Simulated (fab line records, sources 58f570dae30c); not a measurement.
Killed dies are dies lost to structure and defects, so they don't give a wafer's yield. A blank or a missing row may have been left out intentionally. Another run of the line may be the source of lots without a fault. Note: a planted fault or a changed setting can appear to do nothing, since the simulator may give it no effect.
Which tool was responsible? | flow berkeley-cmos170 | 15 lots with 45 wafers sampled at 2 steps, on a route of 331 steps

WHAT THE GAUGES SHOWED, per wafer
UCB170_V1_THK_MEAS_04.
lot  | measured     | on            | V1_POLISHED_THK (nm)
L988 | day 7 22:40  | film-metro-04 | 1000.6 1000.3 1000.1
L991 | day 9 14:40  | film-metro-03 | 998.2 997.6 998.5
L994 | day 9 22:28  | film-metro-02 | 999.5 997.8 999.2
L995 | day 9 23:43  | film-metro-03 | 999.3 998.9 999.2
L993 | day 10 01:02 | film-metro-03 | 998.9 999.9 1000.2
L997 | day 10 10:08 | film-metro-02 | 999.1 1000.2 998.1
L996 | day 10 11:36 | film-metro-02 | 998.5 998.6 999.6
L100 | day 10 23:22 | film-metro-02 | 998.2 998.6 999.4
L104 | day 11 22:04 | film-metro-04 | 998.0 999.7 999.3
L105 | day 12 08:12 | film-metro-03 | 1000.4 999.1 997.3
L108 | day 12 17:53 | film-metro-03 | 1000.7 1000.8 1000.7
L107 | day 12 19:08 | film-metro-03 | 1000.4 998.2 999.5
L109 | day 13 09:20 | film-metro-02 | 1000.2 1000.6 999.9
L110 | day 13 10:38 | film-metro-03 | 1001.1 1000.8 1001.9
L111 | day 14 06:58 | film-metro-04 | 999.7 1000.7 998.7

EACH LOT AND THE TOOL THAT RAN IT (in order: tool; ch and the chambers of the sampled wafers; start)
lot  | UCB170_V1_CVD_00
L988 | pecvd-01 ch 0,1,2, day 7 22:02
L991 | pecvd-02 ch 1,2, day 9 14:01
L994 | pecvd-02 ch 0,2, day 9 21:43
L995 | pecvd-01 ch 0,1,2, day 9 23:04
L993 | pecvd-03 ch 0,1,2, day 10 00:23
L997 | pecvd-01 ch 0,1,2, day 10 09:29
L996 | pecvd-03 ch 0,1,2, day 10 10:57
L100 | pecvd-01 ch 0,1,2, day 10 22:26
L104 | pecvd-03 ch 0,2, day 11 21:26
L105 | pecvd-02 ch 0,1,2, day 12 07:34
L108 | pecvd-03 ch 0,1, day 12 17:10
L107 | pecvd-02 ch 0,1,2, day 12 18:29
L109 | pecvd-01 ch 0,2, day 13 08:40
L110 | pecvd-03 ch 0,2, day 13 10:01
L111 | pecvd-01 ch 0,2, day 14 06:20
- UCB170_V1_CVD_00: deposits SiO2 from TEOS/O2, target thk 2000 nm, time 250 s.

WHAT THE TOOLS THEMSELVES READ (means of the sampled wafers that have a number; where no wafer has one, the mark that the record gives instead)
UCB170_V1_CVD_00.
lot  | tool     | heater-power-w (W)
L988 | pecvd-01 | 224
L991 | pecvd-02 | 290
L994 | pecvd-02 | 315
L995 | pecvd-01 | 189
L993 | pecvd-03 | 251
L997 | pecvd-01 | 214
L996 | pecvd-03 | 316
L100 | pecvd-01 | 210
L104 | pecvd-03 | 294
L105 | pecvd-02 | 350
L108 | pecvd-03 | 299
L107 | pecvd-02 | 314
L109 | pecvd-01 | 185
L110 | pecvd-03 | 300
L111 | pecvd-01 | 173

THE ANSWER, worked out from the rows above alone
Rule: the lots themselves supply what counts as usual. Put in order of their means at a reading, lots are off if they are a third of the lots or fewer, leave a main group of 4 or more, and stand apart from it by a gap of 3 or more times the standard deviation of the main group's means; of several such gaps the widest counts. Not used: any main group whose means are identical at the precision the tables above print for the reading. A lot without any number at a reading at which 4 lots or more have one is off too. Any other lot the step has rows for is counted as sound. Order of review: gauges by route order, followed by the tools' own readings, for which a lot's mean as printed above is used. The first step at which some lot is off is used, and at that step the reading that is off furthest; a lot without a number counts as furthest.
No lot is off at any reading shown: from this, nothing can be told.

WHAT HAD BEEN PUT IN BY THE SIMULATOR
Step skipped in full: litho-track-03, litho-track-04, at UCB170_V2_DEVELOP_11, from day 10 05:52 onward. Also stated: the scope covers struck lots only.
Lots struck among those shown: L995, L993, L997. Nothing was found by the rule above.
